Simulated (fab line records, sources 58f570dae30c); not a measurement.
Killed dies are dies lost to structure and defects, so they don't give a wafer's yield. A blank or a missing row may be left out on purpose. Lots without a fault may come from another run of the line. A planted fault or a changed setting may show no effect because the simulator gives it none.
Tool commonality check | flow berkeley_cmos170 | 14 lots, 42 wafers sampled

WHY IT WAS OPENED
At UCB170_NSD_TW_MEAS_10 the reading NSD_TW is flagged on 2 of 14 lots. Wafers without a fault read 4186, standard deviation 23.
Rule: a lot is flagged when every wafer of it that has a number lies more than 4 standard deviations from that mean, or none has a number. The other lots count as sound.

lot  | measured     | on            | NSD_TW, wafer by wafer | flag
L293 | day 8 18:55  | film_metro-04 | 4155 4175 4176         |
L294 | day 9 03:23  | film_metro-01 | 4224 4207 4211         |
L295 | day 9 03:41  | film_metro-01 | 4201 4199 4205         |
L296 | day 9 17:50  | film_metro-03 | 4164 4179 4198         |
L298 | day 10 13:21 | film_metro-01 | 4227 4204 4202         |
L300 | day 10 13:55 | film_metro-04 | 4160 4134 4174         |
L297 | day 10 14:13 | film_metro-04 | 4158 4139 4128         |
L301 | day 11 03:57 | film_metro-04 | 4183 4176 4151         |
L302 | day 11 04:09 | film_metro-01 | 4195 4222 4208         |
L308 | day 11 15:13 | film_metro-03 | 3755 3776 3772         | FLAGGED
L306 | day 11 15:57 | film_metro-01 | 3757 3767 3767         | FLAGGED
L311 | day 12 01:55 | film_metro-01 | 4167 4161 4190         |
L314 | day 12 21:27 | film_metro-01 | 4166 4179 4163         |
L316 | day 13 07:52 | film_metro-01 | 4203 4209 4224         |
The numbers of the flagged lots are 3766 on average: -420 against the usual, or -18 standard deviations.

WHICH TOOL RAN EACH LOT
The record holds 3 process steps before the reading, out of a route of 331 steps. In each cell: the tool, then ch and the chambers that the sampled wafers went through, then the start.
lot  | flag    | UCB170_ZERO_STRIP_07                | UCB170_NSD_IMPLANT_08           | UCB170_NSD_STRIP_09
L293 |         | plasma_asher-04 ch 0,1, day 1 20:46 | implanter-01 ch 0, day 8 18:40  | plasma_asher-01 ch 0,1, day 8 18:49
L294 |         | plasma_asher-04 ch 0,1, day 2 03:52 | implanter-01 ch 0, day 9 03:08  | plasma_asher-02 ch 0,1, day 9 03:17
L295 |         | plasma_asher-04 ch 0,1, day 2 05:19 | implanter-03 ch 0, day 9 03:26  | plasma_asher-04 ch 0,1, day 9 03:35
L296 |         | plasma_asher-03 ch 0,1, day 2 11:27 | implanter-04 ch 0, day 9 17:36  | plasma_asher-01 ch 0,1, day 9 17:44
L298 |         | plasma_asher-01 ch 0,1, day 3 03:57 | implanter-04 ch 0, day 10 13:08 | plasma_asher-04 ch 0,1, day 10 13:16
L300 |         | plasma_asher-01 ch 0,1, day 3 04:19 | implanter-01 ch 0, day 10 13:42 | plasma_asher-02 ch 0,1, day 10 13:50
L297 |         | plasma_asher-03 ch 0,1, day 3 03:53 | implanter-01 ch 0, day 10 13:58 | plasma_asher-01 ch 0,1, day 10 14:07
L301 |         | plasma_asher-01 ch 0,1, day 4 04:33 | implanter-03 ch 0, day 11 03:43 | plasma_asher-04 ch 0,1, day 11 03:50
L302 |         | plasma_asher-01 ch 0,1, day 4 04:11 | implanter-04 ch 0, day 11 03:54 | plasma_asher-02 ch 0,1, day 11 04:03
L308 | FLAGGED | plasma_asher-03 ch 0,1, day 5 06:16 | implanter-03 ch 0, day 11 14:59 | plasma_asher-02 ch 0,1, day 11 15:06
L306 | FLAGGED | plasma_asher-01 ch 0,1, day 4 13:07 | implanter-03 ch 0, day 11 15:42 | plasma_asher-02 ch 0,1, day 11 15:51
L311 |         | plasma_asher-03 ch 0,1, day 5 16:52 | implanter-04 ch 0, day 12 01:41 | plasma_asher-04 ch 1, day 12 01:49
L314 |         | plasma_asher-03 ch 0,1, day 6 09:10 | implanter-01 ch 0, day 12 21:12 | plasma_asher-04 ch 0,1, day 12 21:21
L316 |         | plasma_asher-04 ch 0,1, day 6 18:01 | implanter-01 ch 0, day 13 07:37 | plasma_asher-01 ch 0,1, day 13 07:46
What these steps do:
- UCB170_ZERO_STRIP_07: strips in O2.
- UCB170_NSD_IMPLANT_08
- UCB170_NSD_STRIP_09: strips in O2.
- UCB170_NSD_TW_MEAS_10

FLAGGED OVER TOTAL, TOOL BY TOOL (the gauges that took the reading come last)
step                  | tool            | lots run | flagged | share of the flagged lots | sound lots run after its first flagged lot
UCB170_ZERO_STRIP_07  | plasma_asher-01 | 5        | 1       | some                      | 0
UCB170_ZERO_STRIP_07  | plasma_asher-03 | 5        | 1       | some                      | 2 (L311,L314)
UCB170_ZERO_STRIP_07  | plasma_asher-04 | 4        | 0       | none                      | -
UCB170_NSD_IMPLANT_08 | implanter-01    | 6        | 0       | none                      | -
UCB170_NSD_IMPLANT_08 | implanter-03    | 4        | 2       | all                       | 0
UCB170_NSD_IMPLANT_08 | implanter-04    | 4        | 0       | none                      | -
UCB170_NSD_STRIP_09   | plasma_asher-01 | 4        | 0       | none                      | -
UCB170_NSD_STRIP_09   | plasma_asher-02 | 5        | 2       | all                       | 0
UCB170_NSD_STRIP_09   | plasma_asher-04 | 5        | 0       | none                      | -
UCB170_NSD_TW_MEAS_10 | film_metro-01   | 8        | 1       | some                      | 3 (L311,L314,L316)
UCB170_NSD_TW_MEAS_10 | film_metro-03   | 2        | 1       | some                      | 0
UCB170_NSD_TW_MEAS_10 | film_metro-04   | 4        | 0       | none                      | -

WHAT THE TABLE ALLOWS
2 rows of the table ran every flagged lot: implanter-03 at UCB170_NSD_IMPLANT_08, plasma_asher-02 at UCB170_NSD_STRIP_09.
- implanter-03 at UCB170_NSD_IMPLANT_08: 2 of its 4 lots flagged. Its last sound lot is L301 (day 11 03:43), its first flagged lot L308 (day 11 14:59): a fault that began between those two fits. Its own readings lie more than 4 standard deviations out on every wafer of the flagged lots: beam_energy_keV.
- plasma_asher-02 at UCB170_NSD_STRIP_09: 2 of its 5 lots flagged. Its last sound lot is L302 (day 11 04:03), its first flagged lot L308 (day 11 15:06): a fault that began between those two fits. Its own readings lie more than 4 standard deviations out on every wafer of the flagged lots: oes_product_au, strip_time_to_endpoint_s.
Counting lots can't tell these 2 tools apart, because each fits a fault that began at some hour. More lots, or a look at what each step does to the wafer, might.

WHAT THE SIMULATOR HAD PUT IN
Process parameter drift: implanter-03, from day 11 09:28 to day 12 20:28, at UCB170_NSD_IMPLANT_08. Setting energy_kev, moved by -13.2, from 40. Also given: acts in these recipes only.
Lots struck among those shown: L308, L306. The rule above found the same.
